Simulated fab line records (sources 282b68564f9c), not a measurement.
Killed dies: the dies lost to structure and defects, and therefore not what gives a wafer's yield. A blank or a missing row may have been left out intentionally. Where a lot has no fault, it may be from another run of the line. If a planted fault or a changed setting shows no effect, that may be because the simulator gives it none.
fab line records	flow rit-cmos
[record] lots = 6	wafers = 18	last-day = 6
route steps=202 shown PWELL@44 WELLDRIVE@50 NWELL@51 NRETRO@53 M1@202
lots with no fault: from the same line, run without faults
start-h: hours from the record's first day to the start of the lot's first wafer shown	wait-h: hours from the lot's prior step to this one	" the same as in the row above	L1.1+2: several wafers, shown together as one row	- value missing, or start not given	* or withheld: withheld	< > ~ a bound
route shown NAME@n: a module of which the file shows steps, and the number in the route of the first	usual: mean/standard deviation of fault-free wafers	same: alike in all rows	chamber/n: place in a boat	sites: each site's reading	_std_site: the standard deviation of these	_edge_site: the outer-site mean with the inner-site mean subtracted	radius-mm: how far each site lies from the wafer's centre	mask NAME#n: copy n	behind: the last tool/chamber to shape the wafer	hold: the reason the lot was held/the length of the hold in hours/how it ended	device: the transistor (n, p or np) that didn't switch	end of line: at the end of the route, the tests of the same wafers	step lacking rows: just its recipe	killed: count of dies lost to structure and defects at first sort (not the wafer's yield)	map: dies across one wafer; x = killed, . = not, _ = none there
set.NAME: the setting that was run; set.NAME@STEP: the one run at that earlier step	model.NAME: the simulator's own value behind a step, which no gauge read
lots seen at some steps along the route; tables by step, rows by wafer
services: from which hour (start-h, from the record's first day; less than 0 if before it) a tool's chamber was out of use, for how many hours, and why
[[steps]]
[step RIT_PWELL_DEVELOP_05]
[recipe] resist = NOVOLAK	develop-time-s = 68	dev-temp-c = 23
[step RIT_PWELL_OVL_MEAS_06]
[usual] PWELL_OVL = 0.9/1.4
lot.wafer	tool	chamber	start-h	wait-h	PWELL_OVL[nm]
L514.1	overlay-02	-	44.03	-	0.7
L514.3	"	-	"	"	0.6
L514.5	"	-	"	"	1.2
L521.1	overlay-01	-	79.71	-	1.0
L521.3	"	-	"	"	0.1
L521.6	"	-	"	"	-0.8
L523.1	overlay-01	-	89.44	-	-0.1
L523.4	"	-	"	"	1.6
L523.6	"	-	"	"	1.5
L524.4	overlay-02	-	93.01	-	-1.7
L524.5	"	-	"	"	-2.3
L524.6	"	-	"	"	-1.6
L528.2	overlay-02	-	115.49	-	2.8
L528.3	"	-	"	"	-1.3
L528.6	"	-	"	"	1.5
L529.1	overlay-02	-	118.58	-	0.7
L529.2	"	-	"	"	2.7
L529.3	"	-	"	"	-0.4
[step RIT_PWELL_HARDBAKE_07]
[recipe] resist = NOVOLAK	temp-c = 140	time-s = 120
[step RIT_PWELL_IMPLANT_08]
[recipe] species = B	energy-kev = 173.2	dose-cm2 = 7e+13	tilt-deg = 7
[step RIT_PWELL_STRIP_09]
[recipe] chemistry = O2	time-s = 180	resist = NOVOLAK	platen-temp-c = withheld	power-w = 500	pressure-mtorr = 4000	o2-flow-sccm = 4000
[usual] drypump-motor-current-A = 5.8/0.61
lot.wafer	tool	chamber	start-h	wait-h	drypump-motor-current-A	rf-hours-counter-h
L514.1	plasma-asher-04	0	44.46	0.1	6.0	43
L514.3	"	1	"	"	5.8	-
L514.5	"	0	"	"	6.0	-
L521.1	plasma-asher-01	0	80.15	0.1	5.2	45
L521.3	"	1	"	"	6.5	-
L521.6	"	1	"	"	6.5	-
L523.1	plasma-asher-03	0	89.88	0.1	6.4	27
L523.4	"	1	"	"	4.8	-
L523.6	"	1	"	"	4.9	-
L524.4	plasma-asher-03	1	93.49	0.1	4.8	-
L524.5	"	1	"	"	4.9	-
L524.6	"	0	"	"	6.4	-
L528.2	plasma-asher-04	0	115.92	0.1	6.0	51
L528.3	"	0	"	"	6.0	-
L528.6	"	1	"	"	5.8	-
L529.1	plasma-asher-01	1	119.02	0.1	6.5	51
L529.2	"	0	"	"	5.2	51
L529.3	"	1	"	"	6.5	-
[step RIT_PWELL_TW_MEAS_10]
[usual] PWELL_TW = 962/9.6
lot.wafer	tool	chamber	start-h	wait-h	PWELL_TW
L514.1	film-metro-04	-	44.64	0.1	981
L514.3	"	-	"	"	982
L514.5	"	-	"	"	976
L521.1	film-metro-01	-	80.33	0.1	954
L521.3	"	-	"	"	953
L521.6	"	-	"	"	958
L523.1	film-metro-01	-	90.05	0.1	957
L523.4	"	-	"	"	953
L523.6	"	-	"	"	954
L524.4	film-metro-03	-	93.63	0.1	964
L524.5	"	-	"	"	954
L524.6	"	-	"	"	961
L528.2	film-metro-01	-	116.10	0.1	952
L528.3	"	-	"	"	949
L528.6	"	-	"	"	945
L529.1	film-metro-01	-	119.20	0.1	949
L529.2	"	-	"	"	947
L529.3	"	-	"	"	943
[step RIT_WELLDRIVE_ANNEAL_00]
[recipe] temp-c = 1100	time-s = 14700	ambient = N2
[step RIT_WELLDRIVE_RS_MEAS_01]
[recipe] thk-meas-gauge = four-point-probe
[usual] NWELL_RS = 275.8/0.82
lot.wafer	tool	chamber	start-h	wait-h	NWELL_RS[ohm/sq]
L514.1	film-metro-01	-	49.98	0.0	275.5
L514.3	"	-	"	"	276.0
L514.5	"	-	"	"	274.9
L521.1	film-metro-04	-	85.48	0.0	276.2
L521.3	"	-	"	"	276.5
L521.6	"	-	"	"	276.7
L523.1	film-metro-01	-	95.19	0.0	275.7
L523.4	"	-	"	"	275.8
L523.6	"	-	"	"	277.5
L524.4	film-metro-03	-	99.34	0.1	274.3
L524.5	"	-	"	"	275.1
L524.6	"	-	"	"	274.7
L528.2	film-metro-03	-	122.16	0.0	276.0
L528.3	"	-	"	"	275.9
L528.6	"	-	"	"	275.6
L529.1	film-metro-03	-	124.34	0.0	276.5
L529.2	"	-	"	"	276.7
L529.3	"	-	"	"	276.4
[step RIT_WELLDRIVE_RS_MEAS_02]
[recipe] thk-meas-gauge = four-point-probe
[usual] PWELL_RS = 429.1/1.1
lot.wafer	tool	chamber	start-h	wait-h	PWELL_RS[ohm/sq]
L514.1	film-metro-01	-	50.10	0.1	427.7
L514.3	"	-	"	"	428.4
L514.5	"	-	"	"	427.4
L521.1	film-metro-04	-	85.60	0.1	428.8
L521.3	"	-	"	"	430.9
L521.6	"	-	"	"	428.2
L523.1	film-metro-01	-	95.31	0.1	427.5
L523.4	"	-	"	"	427.0
L523.6	"	-	"	"	427.0
L524.4	film-metro-03	-	99.46	0.1	430.1
L524.5	"	-	"	"	430.1
L524.6	"	-	"	"	431.4
L528.2	film-metro-03	-	122.28	0.1	430.2
L528.3	"	-	"	"	430.2
L528.6	"	-	"	"	429.6
L529.1	film-metro-03	-	124.46	0.1	428.3
L529.2	"	-	"	"	428.9
L529.3	"	-	"	"	429.4
[step RIT_NRETRO_HMDS_00]
[recipe] prime-time-s = 60	prime-temp-c = 140
[step RIT_NRETRO_COAT_01]
[recipe] resist = NOVOLAK	spin-rpm = 2000	resist-thk-nm = 1300
[step RIT_NRETRO_SOFTBAKE_02]
[recipe] resist = NOVOLAK	temp-c = 90	time-s = 60
[step RIT_NRETRO_EXPOSE_03]
[recipe] mask-id = M4	na = 0.57	target-cd-nm = 43900	dose-mj = 250
lot.wafer	tool	chamber	start-h	wait-h	mask	model.NRETRO.overlay-x-nm
L514.1+3+5	iline-stepper-01	0	50.80	0.2	M4#0	-0.5601
L521.1+3+6	iline-stepper-01	0	86.29	0.2	M4#0	-1.061
L523.1+4+6	iline-stepper-02	0	96.01	0.2	M4#0	-0.07251
L524.4+5+6	iline-stepper-01	0	100.15	0.2	M4#0	0.3544
L528.2+3+6	iline-stepper-01	0	122.97	0.2	M4#0	-179.7
L529.1+2+3	iline-stepper-01	0	125.03	0.1	M4#0	-178.7
[step RIT_NRETRO_PEB_04]
[recipe] resist = NOVOLAK	temp-c = withheld	time-s = withheld
[step RIT_NRETRO_DEVELOP_05]
[recipe] resist = NOVOLAK	develop-time-s = 68	dev-temp-c = 23
[step RIT_NRETRO_OVL_MEAS_06]
[usual] NRETRO_OVL = 0.1/1.7
lot.wafer	tool	chamber	start-h	wait-h	NRETRO_OVL[nm]
L514.1	overlay-01	-	51.23	-	0.0
L514.3	"	-	"	"	-0.2
L514.5	"	-	"	"	1.0
L521.1	overlay-02	-	86.72	-	0.7
L521.3	"	-	"	"	-0.9
L521.6	"	-	"	"	0.3
L523.1	overlay-01	-	96.44	-	2.5
L523.4	"	-	"	"	-2.7
L523.6	"	-	"	"	0.8
L524.4	overlay-01	-	100.54	-	0.6
L524.5	"	-	"	"	3.4
L524.6	"	-	"	"	0.8
L528.2	overlay-02	-	123.39	-	-178.0
L528.3	"	-	"	"	-181.9
L528.6	"	-	"	"	-180.2
L529.1	overlay-02	-	125.46	-	-177.4
L529.2	"	-	"	"	-175.5
L529.3	"	-	"	"	-176.8
[step RIT_NRETRO_HARDBAKE_07]
[recipe] resist = NOVOLAK	temp-c = 140	time-s = 120
[step RIT_M1_PROBE_99]
[usual] killed-at-front-end = 7/3.3	killed-dies = 7/3.3	killed-open = 3.3/1.9	killed-short = 3.6/2.1
[same] gross-dies = 264	killed_at_M0_to_M3 = 0	killed_at_M4_up = 0	killed-at-back-side = 0	killed-at-contacts = 0	killed-at-other = 0
lot.wafer	tool	chamber	start-h	wait-h	killed-at-front-end	killed-dies	killed-open	killed-short	model.etest.retro-edge-nmos.off-log10-a-um	model.etest.retro-edge-pmos.off-log10-a-um
L514.1	prober-01	-	81.04	0.1	7	7	4	3	-9.837	-10.4
L514.3	prober-01	-	81.14	0.2	3	3	1	1	-9.708	-10.2
L514.5	prober-01	-	81.24	0.2	8	8	4	4	-10.1	-10.5
L521.1	prober-02	-	119.85	0.1	7	7	3	4	-9.742	-10.56
L521.3	prober-02	-	119.95	0.2	7	7	4	3	-10.07	-10.43
L521.6	prober-02	-	120.10	0.2	10	10	6	4	-10.33	-10.62
L523.1	prober-02	-	126.52	0.1	10	10	6	4	-9.978	-10.16
L523.4	prober-02	-	126.67	0.2	9	9	3	6	-9.764	-10.23
L523.6	prober-02	-	126.77	0.2	8	8	4	4	-9.373	-10.16
L524.4	prober-01	-	128.55	0.2	7	7	5	2	-9.951	-10.18
L524.5	prober-01	-	128.60	0.2	9	9	3	6	-9.912	-10.33
L524.6	prober-01	-	128.65	0.2	8	8	4	4	-9.937	-10.27
L528.2	prober-01	-	150.71	0.1	7	7	4	3	-8.831	-9.191
L528.3	prober-01	-	150.76	0.2	1	1	0	1	-9.075	-9.2
L528.6	prober-01	-	150.91	0.2	9	9	3	6	-8.915	-9.306
L529.1	prober-02	-	152.75	0.1	8	8	3	5	-8.989	-9.48
L529.2	prober-02	-	152.80	0.1	4	4	1	3	-8.753	-9.236
L529.3	prober-02	-	152.85	0.2	7	7	4	3	-9.044	-9.358
// killed by level:class
L514.1 GATE:geometric-particle:open=3 FOX2:geometric-particle:short=1 GATE:geometric-particle:short=1 REOX:geometric-particle:short=1 SPACER:geometric-particle:open=1
L514.3 GATE:geometric-particle:open=1 SPACER:geometric-particle:short=1 PRETRO:coat-microbubble-printed=1
L514.5 GATE:geometric-particle:short=2 SPACER:geometric-particle:open=2 ACTIVE:geometric-particle:short=1 FOX2:geometric-particle:open=1 GATE:geometric-particle:open=1 SPACER:geometric-particle:short=1
L521.1 GATE:geometric-particle:short=4 FOX1:geometric-particle:open=1 FOX2:geometric-particle:open=1 GATE:geometric-particle:open=1
L521.3 GATE:geometric-particle:open=3 SPACER:geometric-particle:short=2 FOX1:geometric-particle:open=1 GATE:geometric-particle:short=1
L521.6 FOX1:geometric-particle:short=2 GATE:geometric-particle:short=2 SPACER:geometric-particle:open=2 FOX1:geometric-particle:open=1 GATE:geometric-particle:open=1 REOX:geometric-particle:open=1 SILICIDE:geometric-particle:open=1
L523.1 GATE:geometric-particle:open=3 GATE:geometric-particle:short=3 FOX1:geometric-particle:open=2 FOX1:geometric-particle:short=1 SILICIDE:geometric-particle:open=1
L523.4 FOX1:geometric-particle:short=3 FOX1:geometric-particle:open=2 FOX2:geometric-particle:short=1 GATE:geometric-particle:short=1 SPACER:geometric-particle:short=1 SILICIDE:geometric-particle:open=1
L523.6 GATE:geometric-particle:open=3 REOX:geometric-particle:short=3 REOX:geometric-particle:open=1 SILICIDE:geometric-particle:short=1
L524.4 FOX1:geometric-particle:open=3 FOX2:geometric-particle:short=1 GATE:geometric-particle:open=1 REOX:geometric-particle:open=1 SPACER:geometric-particle:short=1
L524.5 FOX1:geometric-particle:short=2 GATE:geometric-particle:short=2 GATE:geometric-particle:open=2 FOX1:geometric-particle:open=1 REOX:geometric-particle:short=1 SPACER:geometric-particle:short=1
L524.6 FOX1:geometric-particle:open=2 FOX1:geometric-particle:short=1 FOX2:geometric-particle:short=1 GATE:geometric-particle:short=1 GATE:geometric-particle:open=1 SPACER:geometric-particle:open=1 SPACER:geometric-particle:short=1
L528.2 GATE:geometric-particle:open=3 GATE:geometric-particle:short=2 REOX:geometric-particle:short=1 SPACER:geometric-particle:open=1
L528.3 SPACER:geometric-particle:short=1
L528.6 REOX:geometric-particle:short=5 GATE:geometric-particle:open=2 FOX2:geometric-particle:short=1 REOX:geometric-particle:open=1
L529.1 GATE:geometric-particle:short=4 GATE:geometric-particle:open=2 REOX:geometric-particle:short=1 SPACER:geometric-particle:open=1
L529.2 GATE:geometric-particle:short=3 GATE:geometric-particle:open=1
L529.3 GATE:geometric-particle:open=2 REOX:geometric-particle:short=2 GATE:geometric-particle:short=1 REOX:geometric-particle:open=1 SPACER:geometric-particle:open=1
[[services]]
tool	chamber	start-h	hours	kind
plasma-asher-04	-	32.25	2.2	repair
plasma-asher-03	-	41.25	0.8	repair
iline-stepper-02	-	46.59	15.0	repair
iline-stepper-02	-	61.61	1.7	pm
plasma-asher-03	-	99.91	28.1	pm
[[key]]
[first-sign] step = RIT_NRETRO_OVL_MEAS_06	reading = NRETRO_OVL	direction = down	sigmas = 99+	usual = 0.1	struck = -178.3
effect none on later readings
[model-effect] step = RIT_NRETRO_EXPOSE_03	value = NRETRO.overlay-x-nm	without = 0.811	struck = -179.2
[model-effect] step = RIT_M1_PROBE_99	value = etest.retro-edge-nmos.off-log10-a-um	without = -9.839	struck = -8.935
met-at RIT_NRETRO_EXPOSE_03
struck-wafers L528.2,L528.3,L528.6,L529.1,L529.2,L529.3
tester-left-out L528,L529
onset-between 100.15 122.97
also-fits time
[fault] kind = scanner-matching-overlay	tool = iline-stepper-01	chamber = -	onset-h = 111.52	steps = RIT_NRETRO_EXPOSE_03	offset = -180
// tester-left-out: of these lots the tester's yield and bins aren't shown, on N5 and GAA mostly nor the transistor test; their killed dies are dies lost to structure and defects alone, not to doping, threshold or leakage, so they don't give the yield
